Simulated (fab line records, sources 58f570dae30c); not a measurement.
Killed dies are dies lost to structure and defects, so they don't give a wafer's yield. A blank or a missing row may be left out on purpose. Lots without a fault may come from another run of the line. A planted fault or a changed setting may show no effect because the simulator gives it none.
Split-lot experiment | flow berkeley_cmos170 | 5 lots, 23 wafers read, on a route of 331 steps

THE SPLIT
At UCB170_M2_SPUTTER_01 (material Al, target thk 900 nm, time 120 s), the setting power_w was moved away from the recipe's 6000 W on 8 of the 23 wafers read, by -6.7% to -4.6%. The other wafers ran this setting at the recipe's value.

FROM THE SPLIT TO THE READING: what the file shows between them, 1 step
- UCB170_M2_RS_MEAS_02: measures by four-point-probe

THE READING
M2_AL_THK, in nm, at UCB170_M2_THK_MEAS_03 (measures by xrf). Fault-free wafers of this fab line usually give 888 nm, standard deviation 9.6 nm.

wafer  | tool, chamber at the split | power_w as run, W | against the recipe | M2_AL_THK, nm | against lot-mates on the recipe
L075.1 | pvd_sputter-03, -          | 6000              | recipe             | 879           | -
L075.2 | pvd_sputter-03, -          | 6000              | recipe             | 889           | -
L075.3 | pvd_sputter-03, -          | 5713              | -4.8%              | 849           | -38
L075.4 | pvd_sputter-03, -          | 6000              | recipe             | 892           | -
L075.6 | pvd_sputter-03, -          | 5713              | -4.8%              | 840           | -47
L078.1 | pvd_sputter-04, -          | 5721              | -4.6%              | 836           | -26
L078.2 | pvd_sputter-04, -          | 6000              | recipe             | 867           | -
L078.3 | pvd_sputter-04, -          | 5721              | -4.6%              | 852           | -10
L078.4 | pvd_sputter-04, -          | 6000              | recipe             | 857           | -
L078.6 | pvd_sputter-04, -          | 5721              | -4.6%              | 842           | -20
L080.2 | pvd_sputter-03, -          | 6000              | recipe             | 885           | -
L080.3 | pvd_sputter-03, -          | 6000              | recipe             | 891           | -
L080.4 | pvd_sputter-03, -          | 6000              | recipe             | 887           | -
L080.5 | pvd_sputter-03, -          | 6000              | recipe             | 894           | -
L080.6 | pvd_sputter-03, -          | 6000              | recipe             | 878           | -
L082.1 | pvd_sputter-02, -          | 5599              | -6.7%              | 842           | -46
L082.2 | pvd_sputter-02, -          | 5599              | -6.7%              | 823           | -64
L082.3 | pvd_sputter-02, -          | 6000              | recipe             | 888           | -
L082.4 | pvd_sputter-02, -          | 5599              | -6.7%              | 839           | -48
L082.6 | pvd_sputter-02, -          | 6000              | recipe             | 887           | -
L081.1 | pvd_sputter-02, -          | 6000              | recipe             | 880           | -
L081.2 | pvd_sputter-02, -          | 6000              | recipe             | 888           | -
L081.3 | pvd_sputter-02, -          | 6000              | recipe             | 882           | -

THE FIT
A straight line over all 23 wafers: M2_AL_THK changes by +7.67 nm for each +1% of power_w; r = +0.92; the points scatter about the line by 9.3 nm.
The same after taking each lot's own level away (the mean of its wafers on the recipe; 23 wafers): +7.14 nm for each +1%; r = +0.92; scatter 8.6 nm.
On that fit, the largest move of power_w shifts the reading by 48 nm.
The lots' own levels span 862.0 to 887.5 nm, that is 2.7 times the standard deviation above.
So the lot-to-lot level changes the slope little: the two slopes agree.
Check: with one of the wafers moved furthest among these (-6.7%) left out of the fit, the line predicts -47.6 nm for it against its lot-mates. It came out at -45.5 nm against them.

OTHER SPLITS ON THESE WAFERS
These wafers also went through other splits before the reading. Each is held against what the fit with the lots' levels taken away leaves over:
other split on the same wafers     | wafers away from the commonest value | r with M2_AL_THK (lot level and that fit taken away)
UCB170_PSD_IMPLANT_08 dose_cm2     | 9                                    | +0.14
UCB170_NSD_PEB_04 peb_temp_c       | 8                                    | -0.53
UCB170_BACKSIDE_SOFTBAKE_02 time_s | 9                                    | +0.17
UCB170_CONTACT_EXPOSE_12 dose_mj   | 10                                   | -0.18
UCB170_M1_SPUTTER_00 power_w       | 11                                   | -0.14

THE WHOLE CHAIN: every reading that the file lists as answering this split, in the file's order
step                  | what it does                               | reading                                                                     | change (the file's fit)               | r (the file's)
UCB170_M2_SPUTTER_01  | material Al, target thk 900 nm, time 120 s | Al_of_M2_SPUTTER_01.thk_nm (the simulator's own value, which no gauge read) | +7.76 nm for each +1% of the setting  | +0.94
UCB170_M2_RS_MEAS_02  | measures by four-point-probe               | M2_AL_RS                                                                    | -0.000302 for each +1% of the setting | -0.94
UCB170_M2_THK_MEAS_03 | measures by xrf                            | M2_AL_THK                                                                   | +7.22 for each +1% of the setting     | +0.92

THE FILE'S OWN FIT
M2_AL_THK changes by +7.22 nm for each +1% of power_w, r = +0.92.
